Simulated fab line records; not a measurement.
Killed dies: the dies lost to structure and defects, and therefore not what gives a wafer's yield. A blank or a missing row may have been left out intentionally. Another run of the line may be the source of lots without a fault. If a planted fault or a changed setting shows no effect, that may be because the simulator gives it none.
The tool behind it: which one?	flow rit-cmos	7 lots, 21 wafers sampled, at 2 steps of a route of 202

WHAT THE GAUGES READ, wafer by wafer
RIT_PWELL_OVL_MEAS_06.
lot	measured	on	PWELL_OVL (nm)
L813	day 2 19:03	overlay-01	-2.8 -0.3 -0.1
L816	day 3 08:44	overlay-02	0.7 0.0 0.6
L818	day 3 18:51	overlay-01	2.0 0.2 1.3
L821	day 4 11:22	overlay-02	0.8 0.1 1.5
L824	day 5 00:54	overlay-01	-0.8 1.8 -1.8
L830	day 6 06:58	overlay-02	1.2 -0.3 -0.6
L832	day 6 16:52	overlay-02	1.0 1.0 2.7

EACH LOT AND THE TOOL THAT RAN IT (in order: tool; ch and the chambers of the sampled wafers; start)
lot	RIT_ACTIVE_ETCH_13
L813	rie-diel-01 ch 0,1, day 2 10:43
L816	rie-diel-02 ch 0,2, day 3 01:43
L818	rie-diel-02 ch 1,2,3, day 3 11:45
L821	rie-diel-01 ch 0,2,3, day 4 03:02
L824	rie-diel-04 ch 1,3, day 4 17:43
L830	rie-diel-01 ch 0,1,3, day 5 23:50
L832	rie-diel-01 ch 1,2,3, day 6 09:43
- RIT_ACTIVE_ETCH_13: etches Si3N4 in SF6, stops on SiO2, time 210 s, target depth 210 nm.

THE ANSWER, worked out from the rows above alone
Rule: usual is defined by the lots themselves. The widest of any qualifying gaps counts: lots, ordered by their means at a reading, are off when they make up no more than a third of the lots, leave a main group of 4 or more, and stand apart from it by 3 or more times the standard deviation of that group's means. A main group whose means are all the same, to the digits that the tables above print for the reading, isn't used. A lot without any number at a reading at which 4 lots or more have one is off too. The other lots that the step has rows for count as sound.
No lot is off on any of the readings shown, so nothing can be concluded from this.

WHAT THE SIMULATOR HAD PUT IN
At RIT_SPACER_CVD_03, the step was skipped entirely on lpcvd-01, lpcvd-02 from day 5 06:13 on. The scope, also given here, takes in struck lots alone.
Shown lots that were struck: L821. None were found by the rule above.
